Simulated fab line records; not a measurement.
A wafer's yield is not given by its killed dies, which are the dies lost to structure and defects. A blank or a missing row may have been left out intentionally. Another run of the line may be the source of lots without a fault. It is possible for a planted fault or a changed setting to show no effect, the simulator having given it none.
Split-lot trial -- flow berkeley-cmos170 -- 5 lots, 23 wafers read, on a route of 331 steps

== THE SPLIT ==
At UCB170_NWELL_PEB_10, the setting peb-temp-c was moved away from the recipe's 130 C on 7 of the 23 wafers read, by -2.3% to -1.1%. All remaining wafers had this setting at the recipe value.

== THE PATH FROM SPLIT TO READING: the file shows 1 step between them ==
- UCB170_NWELL_DEVELOP_11: develop time 45 s

== THE READING ==
NWELL.cd-nm (the simulator's own value, which no gauge read), in nm, at UCB170_NWELL_ETCH_13 (etches Si3N4 in CH3F/Ar/O2, stops on SiO2, target depth 246.4 nm, time 154 s). There is no usual value for it anywhere in the file. Average 3000 nm, standard deviation 1 nm, over the 16 wafers here run with the recipe.

wafer,"tool, chamber at the split","peb-temp-c as run, C",against the recipe,"NWELL.cd-nm, nm",against lot-mates on the recipe
L074.3,"litho-track-01, 0",130,recipe,3000,-
L074.4,"litho-track-01, 0",130,recipe,3001,-
L074.5,"litho-track-01, 0",130,recipe,2999,-
L075.2,"litho-track-04, 0",127,-2.3%,2976,-22
L075.3,"litho-track-04, 0",127,-2.3%,2976,-22
L075.4,"litho-track-04, 0",130,recipe,2998,-
L075.5,"litho-track-04, 0",130,recipe,2999,-
L075.6,"litho-track-04, 0",127,-2.3%,2975,-24
L076.1,"litho-track-02, 0",130,recipe,3000,-
L076.4,"litho-track-02, 0",130,recipe,3000,-
L076.5,"litho-track-02, 0",130,recipe,3000,-
L076.3,"litho-track-02, 0",128.3,-1.3%,2988,-12
L076.6,"litho-track-02, 0",128.3,-1.3%,2989,-11
L081.1,"litho-track-01, 0",130,recipe,3001,-
L081.2,"litho-track-01, 0",130,recipe,3001,-
L081.4,"litho-track-01, 0",130,recipe,3000,-
L081.5,"litho-track-01, 0",128.6,-1.1%,2990,-11
L081.6,"litho-track-01, 0",128.6,-1.1%,2991,-10
L083.1,"litho-track-04, 0",130,recipe,3002,-
L083.2,"litho-track-04, 0",130,recipe,3002,-
L083.3,"litho-track-04, 0",130,recipe,3000,-
L083.5,"litho-track-04, 0",130,recipe,3001,-
L083.6,"litho-track-04, 0",130,recipe,3001,-

THE FIT
A straight line over all 23 wafers: NWELL.cd-nm changes by +10.3 nm for each +1% of peb-temp-c; r = +0.99; the points scatter about the line by 1.2 nm.
The same after taking each lot's own level away (the mean of its wafers on the recipe; 23 wafers): +9.71 nm for each +1%; r = +1.00; scatter 0.73 nm.
Per that fit: largest peb-temp-c move, reading shift of 22 nm.
The lots' own levels span 2998.5 to 3001.2 nm, that is 2.6 times the standard deviation above.
The two slopes agree, so the slope changes little with the lot-to-lot level.
Check: -22.3 nm against its lot-mates is what the line predicts for one of the wafers moved furthest among these (-2.3%) when that wafer is left out of the fit. It came out at -22.5 nm against them.

== THESE WAFERS: OTHER SPLITS ==
These wafers also went through other splits before the reading. Each is held against what the fit with the lots' levels taken away leaves over:
other split on the same wafers,wafers away from the commonest value,r with NWELL.cd-nm (lot level and that fit taken away)
UCB170_NWELL_CVD_04 pressure-mtorr,15,-0.13

== FILE'S OWN FIT ==
NWELL.cd-nm changes by +9.6 nm for each +1% of peb-temp-c, r = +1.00.
